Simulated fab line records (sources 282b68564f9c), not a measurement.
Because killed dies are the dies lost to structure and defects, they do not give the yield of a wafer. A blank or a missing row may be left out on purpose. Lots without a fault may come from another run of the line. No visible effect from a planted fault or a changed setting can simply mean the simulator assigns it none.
fab line records -- flow ritCmos
record: lots: 13, wafers: 39, lastDay: 7
route steps=202 shown CONTACT@172 M1@202
lots that met no fault: from a run of the same line without faults
startH: start of the lot's first displayed wafer, in hours after the record's first day -- waitH: hours since the lot's step before -- " same as the row above -- L1.1+2: several wafers, shown together as one row -- - value missing, or start not given -- * or withheld: withheld -- < > ~ a bound
route shown NAME@n: a module of which the file shows steps, and the number in the route of the first -- usual: the fault-free wafers' mean and standard deviation -- same: alike in all rows -- chamber/n: place in a boat -- sites: each site's reading -- _std_site: how widely they spread, as a standard deviation -- _edge_site: outer sites' mean less inner sites' -- radiusMm: how far each site lies from the wafer's centre -- mask NAME#n: copy n -- behind: the last tool/chamber to shape the wafer -- hold: the reason the lot was held/the length of the hold in hours/how it ended -- device: transistor that didn't switch, given as n, p or np -- end of line: the route-end tests of the same wafers -- a step given without rows: its recipe and nothing more -- killed: dies lost to structure and defects at the first sort, not the wafer's yield -- map: dies across one wafer; x = killed, . = not, _ = none there
set.NAME: the setting the step ran with; set.NAME@STEP: the setting that earlier step ran with -- model.NAME: the simulator's own value behind a step, which no gauge read
a sample of lots followed through the steps of the route, with each step as a table and each wafer as a row
== steps ==
step: RIT_CONTACT_SOFTBAKE_04
recipe: resist: NOVOLAK, tempC: 90, timeS: 60
usual: heaterPowerTotalW: 34.56/0.049, plateTempC: 90.01/0.14
lot.wafer,tool,chamber,startH,waitH,heaterPowerTotalW,plateTempC
L863.4,lithoTrack-03,0,53.32,0.1,34.59,89.98
L863.5,lithoTrack-03,0,53.32,0.1,34.64,90.01
L863.6,lithoTrack-03,0,53.32,0.1,34.48,90.05
L864.2,lithoTrack-03,0,56.13,0.1,34.49,89.97
L864.3,lithoTrack-03,0,56.13,0.1,34.56,90.06
L864.4,lithoTrack-03,0,56.13,0.1,34.55,90.02
L869.1,lithoTrack-03,0,83.27,0.1,33.41,87.82
L869.3,lithoTrack-03,0,83.27,0.1,33.56,87.88
L869.6,lithoTrack-03,0,83.27,0.1,33.48,88.00
L871.1,lithoTrack-03,0,92.21,0.1,33.45,87.82
L871.4,lithoTrack-03,0,92.21,0.1,33.41,87.89
L871.6,lithoTrack-03,0,92.21,0.1,33.43,87.98
L874.1,lithoTrack-02,0,107.14,0.1,34.60,89.88
L874.5,lithoTrack-02,0,107.14,0.1,34.48,89.75
L874.6,lithoTrack-02,0,107.14,0.1,34.60,89.99
L875.2,lithoTrack-02,0,112.29,0.1,34.49,89.95
L875.3,lithoTrack-02,0,112.29,0.1,34.47,89.92
L875.6,lithoTrack-02,0,112.29,0.1,34.57,90.22
L878.1,lithoTrack-04,0,127.98,0.1,34.55,90.21
L878.3,lithoTrack-04,0,127.98,0.1,34.53,90.12
L878.4,lithoTrack-04,0,127.98,0.1,34.53,89.99
L879.2,lithoTrack-04,0,133.33,0.1,34.56,90.07
L879.5,lithoTrack-04,0,133.33,0.1,34.59,90.00
L879.6,lithoTrack-04,0,133.33,0.1,34.62,89.96
L881.2,lithoTrack-04,0,141.81,0.1,34.61,90.14
L881.4,lithoTrack-04,0,141.81,0.1,34.61,90.01
L881.5,lithoTrack-04,0,141.81,0.1,34.59,90.06
L882.3,lithoTrack-04,0,149.92,0.1,34.61,90.15
L882.4,lithoTrack-04,0,149.92,0.1,34.52,90.17
L882.5,lithoTrack-04,0,149.92,0.1,34.59,90.13
L883.1,lithoTrack-02,0,152.20,0.1,34.53,89.83
L883.2,lithoTrack-02,0,152.20,0.1,34.53,89.95
L883.3,lithoTrack-02,0,152.20,0.1,34.52,89.97
L885.3,lithoTrack-04,0,161.79,0.1,34.50,90.05
L885.4,lithoTrack-04,0,161.79,0.1,34.47,90.16
L885.5,lithoTrack-04,0,161.79,0.1,34.56,90.02
L886.3,lithoTrack-04,0,165.55,0.1,34.61,89.80
L886.4,lithoTrack-04,0,165.55,0.1,34.54,89.91
L886.6,lithoTrack-04,0,165.55,0.1,34.48,89.93
step: RIT_M1_PROBE_99
usual: killed_at_M0_to_M3: 0.0/0.14, killedAtContacts: 0.1/0.23, killedAtFrontEnd: 7.3/2.9, killedDies: 7.3/3, killedOpen: 3.6/1.8, killedShort: 3.7/2.1
same: grossDies: 264, killed_at_M4_up: 0, killedAtBackSide: 0, killedAtOther: 0
lot.wafer,tool,chamber,startH,waitH,killed_at_M0_to_M3,killedAtContacts,killedAtFrontEnd,killedDies,killedOpen,killedShort
L869.1,prober-02,-,89.53,0.1,0,0,4,4,2,2
L869.3,prober-02,-,89.63,0.2,0,0,5,5,4,1
L869.6,prober-02,-,89.78,0.2,0,0,10,10,4,6
L874.1,prober-01,-,113.79,0.1,0,0,3,3,0,3
L874.5,prober-01,-,113.99,0.2,0,0,9,9,3,6
L874.6,prober-01,-,114.04,0.2,0,0,2,2,1,1
L881.2,prober-02,-,148.76,0.1,0,0,5,5,2,3
L881.4,prober-02,-,148.86,0.2,0,0,9,9,2,7
L881.5,prober-02,-,148.91,0.2,0,0,12,12,6,6
killed by level:class
L869.1 FOX1:geometricParticle:short=2 GATE:geometricParticle:open=2
L869.3 FOX1:geometricParticle:open=2 FOX2:geometricParticle:open=1 GATE:geometricParticle:open=1 SPACER:geometricParticle:short=1
L869.6 GATE:geometricParticle:short=2 SPACER:geometricParticle:short=2 SILICIDE:geometricParticle:short=2 GATE:geometricParticle:open=1 REOX:geometricParticle:open=1 SPACER:geometricParticle:open=1 SILICIDE:geometricParticle:open=1
L874.1 GATE:geometricParticle:short=2 REOX:geometricParticle:short=1
L874.5 GATE:geometricParticle:open=3 GATE:geometricParticle:short=2 REOX:geometricParticle:short=2 SPACER:geometricParticle:short=2
L874.6 FOX1:geometricParticle:open=1 GATE:geometricParticle:short=1
L881.2 FOX1:geometricParticle:open=1 FOX1:geometricParticle:short=1 GATE:geometricParticle:open=1 REOX:geometricParticle:short=1 SILICIDE:geometricParticle:short=1
L881.4 GATE:geometricParticle:short=3 FOX1:geometricParticle:short=2 FOX2:geometricParticle:short=1 FOX2:geometricParticle:open=1 GATE:geometricParticle:open=1 REOX:geometricParticle:short=1
L881.5 GATE:geometricParticle:short=3 GATE:geometricParticle:open=3 FOX1:geometricParticle:open=1 FOX1:geometricParticle:short=1 REOX:geometricParticle:open=1 SPACER:geometricParticle:open=1 SPACER:geometricParticle:short=1 SILICIDE:geometricParticle:short=1
== key ==
firstSign: step: RIT_CONTACT_SOFTBAKE_04, reading: heaterPowerTotalW, direction: down, sigmas: 23, usual: 34.56, struck: 33.45
effect: step: RIT_CONTACT_SOFTBAKE_04, reading: plateTempC, direction: down, sigmas: 15, usual: *, struck: *
metAt RIT_CONTACT_SOFTBAKE_04
struckLots L869,L871
testerLeftOut L869,L871
onsetBetween 56.13 83.27
fault: kind: processParameterDrift, tool: lithoTrack-03, chamber: -, onsetH: 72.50, steps: RIT_CONTACT_SOFTBAKE_04, channel: tempC, offset: *, shape: step, endH: 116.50, actsIn: *, stated: *
testerLeftOut: of these lots the tester's yield and bins aren't shown, on N5 and GAA mostly nor the transistor test; their killed dies are dies lost to structure and defects alone, not to doping, threshold or leakage, so they don't give the yield
